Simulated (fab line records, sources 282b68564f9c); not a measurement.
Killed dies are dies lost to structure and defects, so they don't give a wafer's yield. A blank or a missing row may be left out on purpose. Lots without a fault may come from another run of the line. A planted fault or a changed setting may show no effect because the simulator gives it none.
Split-lot experiment | flow rit_cmos | 5 lots, 23 wafers read, on a route of 202 steps

THE SPLIT
At RIT_GATE_EXPOSE_13 (exposes mask M6, target cd 150 nm), the setting dose_mj was moved away from the recipe's 380 on 5 of the 23 wafers read, by -5.0% to +6.7%. The other wafers ran this setting at the recipe's value.

FROM THE SPLIT TO THE READING: what the file shows between them, 6 steps
- RIT_GATE_PEB_14
- RIT_GATE_DEVELOP_15: develop time 50 s
- RIT_GATE_CD_MEAS_16: target cd 150 nm
- RIT_GATE_HARDBAKE_18: time 60 s
- RIT_GATE_ETCH_19: etches poly-Si in SF6/CHF3/O2, stops on SiO2, time 165 s, target depth 312.5 nm
- RIT_GATE_STRIP_20: strips in O2, time 180 s

THE READING
cd_nm, in nm, at RIT_GATE_CD_MEAS_90 (target cd 150 nm). Fault-free wafers of this fab line usually give 150.2 nm, standard deviation 2.2 nm.

wafer  | tool, chamber at the split | dose_mj as run | against the recipe | cd_nm, nm | against lot-mates on the recipe
L078.1 | iline_stepper-01, 0        | 380            | recipe             | 154.2     | -
L078.2 | iline_stepper-01, 0        | 380            | recipe             | 155.2     | -
L078.5 | iline_stepper-01, 0        | 380            | recipe             | 151.5     | -
L079.1 | iline_stepper-01, 0        | 380            | recipe             | 150.1     | -
L079.2 | iline_stepper-01, 0        | 380            | recipe             | 149.2     | -
L079.3 | iline_stepper-01, 0        | 380            | recipe             | 151.2     | -
L079.5 | iline_stepper-01, 0        | 380            | recipe             | 150.7     | -
L079.6 | iline_stepper-01, 0        | 380            | recipe             | 149.1     | -
L080.1 | iline_stepper-02, 0        | 380            | recipe             | 147.8     | -
L080.2 | iline_stepper-02, 0        | 405.3          | +6.7%              | 116.8     | -28.5
L080.3 | iline_stepper-02, 0        | 405.3          | +6.7%              | 113.5     | -31.8
L080.4 | iline_stepper-02, 0        | 380            | recipe             | 142.7     | -
L080.5 | iline_stepper-02, 0        | 405.3          | +6.7%              | 114.2     | -31.0
L084.1 | iline_stepper-02, 0        | 361.1          | -5.0%              | 180.6     | +27.1
L084.2 | iline_stepper-02, 0        | 380            | recipe             | 150.3     | -
L084.3 | iline_stepper-02, 0        | 361.1          | -5.0%              | 179.8     | +26.3
L084.5 | iline_stepper-02, 0        | 380            | recipe             | 157.4     | -
L084.6 | iline_stepper-02, 0        | 380            | recipe             | 152.7     | -
L085.2 | iline_stepper-01, 0        | 380            | recipe             | 140.3     | -
L085.3 | iline_stepper-01, 0        | 380            | recipe             | 141.0     | -
L085.4 | iline_stepper-01, 0        | 380            | recipe             | 147.7     | -
L085.5 | iline_stepper-01, 0        | 380            | recipe             | 148.7     | -
L085.6 | iline_stepper-01, 0        | 380            | recipe             | 140.9     | -

THE FIT
A straight line over all 23 wafers: cd_nm changes by -5.47 nm for each +1% of dose_mj; r = -0.96; the points scatter about the line by 4.7 nm.
The same after taking each lot's own level away (the mean of its wafers on the recipe; 23 wafers): -4.81 nm for each +1%; r = -0.98; scatter 2.6 nm.
On that fit, the largest move of dose_mj shifts the reading by 32 nm.
The lots' own levels span 143.72 to 153.63 nm, that is 4.5 times the standard deviation above.
So the lot-to-lot level changes the slope: the two fits differ.
Check: with one of the wafers moved furthest among these (+6.7%) left out of the fit, the line predicts -32.7 nm for it against its lot-mates. It came out at -28.5 nm against them.

THE WHOLE CHAIN: every reading that the file lists as answering this split, in the file's order
step                | what it does                                                                    | reading                                                     | change (the file's fit)              | r (the file's)
RIT_GATE_CD_MEAS_16 | target cd 150 nm                                                                | cd_nm                                                       | -4.82 nm for each +1% of the setting | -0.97
RIT_GATE_ETCH_19    | etches poly-Si in SF6/CHF3/O2, stops on SiO2, time 165 s, target depth 312.5 nm | GATE.cd_nm (the simulator's own value, which no gauge read) | -4.83 nm for each +1% of the setting | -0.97
RIT_GATE_CD_MEAS_90 | target cd 150 nm                                                                | cd_nm                                                       | -4.85 nm for each +1% of the setting | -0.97

THE FILE'S OWN FIT
cd_nm changes by -4.85 nm for each +1% of dose_mj, r = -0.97.
